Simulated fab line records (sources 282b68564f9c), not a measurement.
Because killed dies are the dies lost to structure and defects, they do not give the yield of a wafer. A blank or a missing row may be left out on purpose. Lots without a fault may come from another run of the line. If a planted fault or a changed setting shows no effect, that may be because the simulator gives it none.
fab line records	flow rit-cmos
record lots=13	wafers=39	last-day=7
route steps=202 shown M1@196
lots with no fault: from the same line, run without faults
start-h: hours from the record's first day to the start of the lot's first wafer shown	wait-h: time in hours since the lot's previous step	" identical to the entry in the row above	L1.1+2: one row covering several wafers at once	- value missing, or start not given	* or withheld: withheld	< > ~ a bound
route shown NAME@n: a module of which the file shows steps, and the number in the route of the first	usual: mean/standard deviation of fault-free wafers	same: alike in all rows	chamber/n: place in a boat	sites: the reading at each site	_std_site: how widely they spread, as a standard deviation	_edge_site: the outer-site mean with the inner-site mean subtracted	radius-mm: for every site, how far away it sits from the centre of the wafer	mask NAME#n: copy n	behind: the tool/chamber that last shaped the wafer	hold: why the lot was held/for how many hours/how that ended	device: names the non-switching transistor (n, p or np)	end of line: the tests these same wafers got at the end of their route	a step without rows: its recipe alone	killed: the dies lost at the first sort to structure and to defects; this is not the yield of the wafer	map: dies across one wafer; x = killed, . = not, _ = none there
set.NAME: setting as actually run; set.NAME@STEP: the setting as run at that earlier step	model.NAME: the simulator's own value behind a step, which no gauge read
route steps across a sampled set of lots; one table per step, one row per wafer
services: a tool's chamber out of use, with start hour (start-h, from the record's first day; less than 0 if before it), hours out, and reason
## steps
# step RIT_M1_METAL_ETCH_12
# recipe stop-on=SiO2	chemistry=Cl2/BCl3	target=Al	time-s=165	over-etch-frac=0.5	pressure-mtorr=100	target-depth-a=6000	rf-w=250	Cl2_flow_sccm=60	bcl3-flow-sccm=50
# usual drypump-motor-current-A=5.9/0.36	mfc-cl2-sccm=60.00/0.2	oes-product-au=0.781/0.02	run-length-s=193.0/0.59	throttle-valve-pct=8.22/0.052
lot.wafer	tool	chamber	start-h	wait-h	drypump-motor-current-A	mfc-cl2-sccm	oes-product-au	rf-hours-counter-h	run-length-s	throttle-valve-pct
L525.2	rie-metal-03	0	70.29	0.2	5.3	60.01	0.796	1	192.9	8.14
L525.4	"	0	"	"	5.3	60.02	0.800	-	192.9	8.13
L525.6	"	0	"	"	5.3	59.93	0.809	-	192.9	8.14
L526.3	rie-metal-02	0	72.71	0.2	6.4	59.90	0.785	-	192.4	8.27
L526.4	"	1	"	"	6.0	60.32	0.750	-	193.2	8.22
L526.5	"	0	"	"	6.4	59.93	0.783	-	192.5	8.28
L527.3	rie-metal-01	1	73.15	0.2	5.7	60.35	0.783	-	194.1	8.29
L527.4	"	0	"	"	6.2	59.90	0.757	-	192.9	8.21
L527.6	"	1	"	"	5.7	60.30	0.780	-	194.0	8.28
L528.1	rie-metal-03	1	77.41	0.2	6.0	59.99	0.808	1	192.6	8.22
L528.2	"	0	"	"	5.3	60.04	0.802	1	193.0	8.14
L528.3	"	0	"	"	5.4	60.37	0.795	-	192.6	8.13
L532.1	rie-metal-02	1	100.63	0.2	6.0	59.83	0.760	3	193.2	8.23
L532.2	"	0	"	"	6.4	59.85	0.787	3	192.5	8.29
L532.5	"	1	"	"	6.1	60.14	0.739	-	193.2	8.21
L533.1	rie-metal-03	0	106.91	0.2	5.4	59.69	0.792	1	192.9	8.14
L533.3	"	0	"	"	5.3	59.54	0.787	-	192.6	8.13
L533.6	"	1	"	"	6.0	59.95	0.704	-	239.0	8.23
L538.3	rie-metal-02	1	126.56	0.2	6.1	59.74	0.744	-	194.1	8.24
L538.4	"	0	"	"	6.4	60.28	0.774	-	192.9	8.28
L538.6	"	1	"	"	6.0	59.83	0.753	-	193.5	8.22
L539.1	rie-metal-01	1	133.05	0.2	5.6	59.86	0.776	39	194.5	8.28
L539.3	"	1	"	"	5.7	59.88	0.788	-	194.1	8.29
L539.6	"	1	"	"	5.7	59.48	0.784	-	194.0	8.29
L541.1	rie-metal-02	1	144.44	0.2	6.0	60.07	0.746	3	193.5	8.20
L541.4	"	0	"	"	6.4	59.98	0.783	-	192.8	8.27
L541.6	"	0	"	"	6.4	59.87	0.788	-	192.8	8.28
L543.2	rie-metal-02	1	153.86	0.2	6.0	59.99	0.764	3	193.9	8.21
L543.3	"	0	"	"	6.4	60.13	0.789	-	192.4	8.26
L543.6	"	1	"	"	6.0	59.83	0.747	-	193.8	8.21
L545.3	rie-metal-01	1	157.13	0.2	5.6	59.95	0.790	-	193.9	8.29
L545.5	"	1	"	"	5.6	60.04	0.791	-	194.3	8.29
L545.6	"	0	"	"	6.2	60.10	0.751	-	192.8	8.22
L546.2	rie-metal-02	1	165.85	0.2	6.0	60.35	0.756	4	193.6	8.22
L546.5	"	0	"	"	6.4	60.29	0.777	-	192.4	8.28
L546.6	"	1	"	"	6.0	59.89	0.744	-	193.2	8.23
L548.1	rie-metal-01	0	175.95	0.2	6.2	60.03	0.762	0	192.2	8.21
L548.5	"	1	"	"	5.7	59.80	0.790	-	194.2	8.27
L548.6	"	0	"	"	6.2	60.00	0.758	-	192.3	8.20
# step RIT_M1_PROBE_99
# usual defect-limited-yield=97.5/1.1	killed-at-contacts=0.1/0.23	killed-at-front-end=6.6/2.8	killed-dies=6.6/2.8	killed-on-rim=1.8/1.4	killed-open=3.3/2	killed-short=3.2/1.7	sort_bin_3_pad_short=0.1/0.18	sort_bin_5_function=1.4/0.84	sort_bin_6_memory=1.0/0.64	sort-n-pass=257.4/2.8	sort-yield-pct=97.5/1.1
# same gross-dies=264	killed_at_M0_to_M3=0	killed_at_M4_up=0	killed-at-back-side=0	killed-at-other=0
lot.wafer	tool	chamber	start-h	wait-h	defect-limited-yield[%]	killed-at-contacts	killed-at-front-end	killed-dies	killed-on-rim	killed-open	killed-short	sort_bin_3_pad_short[%]	sort_bin_5_function[%]	sort_bin_6_memory[%]	sort-n-pass	sort-yield-pct[%]
L532.1	prober-01	-	102.93	0.1	97.7	0	6	6	3	3	3	0	2.3	0	258.0	97.7
L532.2	prober-01	-	102.98	0.1	98.1	0	5	5	1	3	2	0	1.1	0.8	259.0	98.1
L532.5	prober-01	-	103.13	0.2	96.6	0	9	9	1	5	4	0	2.3	1.1	255.0	96.6
L538.3	prober-01	-	128.85	0.2	98.9	0	3	3	0	1	2	0	0	1.1	261.0	98.9
L538.4	prober-01	-	128.90	0.2	96.2	0	10	10	4	3	7	0.4	2.7	0.8	254.0	96.2
L538.6	prober-01	-	129.00	0.2	97.3	0	7	7	3	2	5	0.4	1.1	1.1	257.0	97.3
L543.2	prober-02	-	156.16	0.1	97.7	0	6	6	4	3	3	0	0.4	1.9	258.0	97.7
L543.3	prober-02	-	156.21	0.2	97.7	0	6	6	1	2	4	0	1.1	1.1	258.0	97.7
L543.6	prober-02	-	156.36	0.2	95.8	0	11	11	1	3	7	0	3.4	0.8	253.0	95.8
# killed by level:class
L532.1 GATE:geometric-particle:open=2 FOX1:geometric-particle:short=1 FOX2:geometric-particle:short=1 GATE:geometric-particle:short=1 SILICIDE:geometric-particle:open=1
L532.2 GATE:geometric-particle:open=3 GATE:geometric-particle:short=2
L532.5 GATE:geometric-particle:open=3 GATE:geometric-particle:short=2 FOX1:geometric-particle:short=1 FOX1:geometric-particle:open=1 SILICIDE:geometric-particle:open=1 SILICIDE:geometric-particle:short=1
L538.3 FOX1:geometric-particle:open=1 FOX1:geometric-particle:short=1 GATE:geometric-particle:short=1
L538.4 GATE:geometric-particle:short=3 FOX1:geometric-particle:short=2 ACTIVE:geometric-particle:short=1 GATE:geometric-particle:open=1 REOX:geometric-particle:short=1 REOX:geometric-particle:open=1 SPACER:geometric-particle:open=1
L538.6 SPACER:geometric-particle:short=2 FOX1:geometric-particle:open=1 FOX1:geometric-particle:short=1 FOX2:geometric-particle:open=1 GATE:geometric-particle:short=1 REOX:geometric-particle:short=1
L543.2 GATE:geometric-particle:open=2 FOX1:geometric-particle:open=1 FOX1:geometric-particle:short=1 GATE:geometric-particle:short=1 SPACER:geometric-particle:short=1
L543.3 SILICIDE:geometric-particle:short=2 FOX1:geometric-particle:short=1 GATE:geometric-particle:open=1 SPACER:geometric-particle:open=1 SPACER:geometric-particle:short=1
L543.6 FOX1:geometric-particle:open=3 FOX1:geometric-particle:short=2 GATE:geometric-particle:short=2 REOX:geometric-particle:short=1 SPACER:geometric-particle:short=1 SILICIDE:geometric-particle:short=1 ACTIVE:coat-microbubble-printed=1
## services
tool	chamber	start-h	hours	kind
rie-metal-03	1	89.01	12.3	repair
rie-metal-01	-	103.40	14.6	pm
rie-metal-01	-	136.12	20.0	pm
rie-metal-01	0	136.12	20.0	vent-cycle
rie-metal-01	1	136.12	20.0	vent-cycle
rie-metal-01	0	156.12	-	clean
rie-metal-01	1	156.12	-	clean
## key
first-sign step=RIT_M1_METAL_ETCH_12	reading=run-length-s	direction=up	sigmas=78	usual=*	struck=*
effect step=RIT_M1_METAL_ETCH_12	reading=oes-product-au	direction=down	sigmas=3.8	usual=0.781	struck=0.704
met-at RIT_M1_METAL_ETCH_12
struck-lots L533
struck-wafers L533.6
onset-between 77.41 106.91
fault kind=process-parameter-drift	tool=rie-metal-03	chamber=1	onset-h=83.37	steps=RIT_M1_METAL_ETCH_12	channel=time-s	offset=*	shape=step	end-h=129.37	stated=*
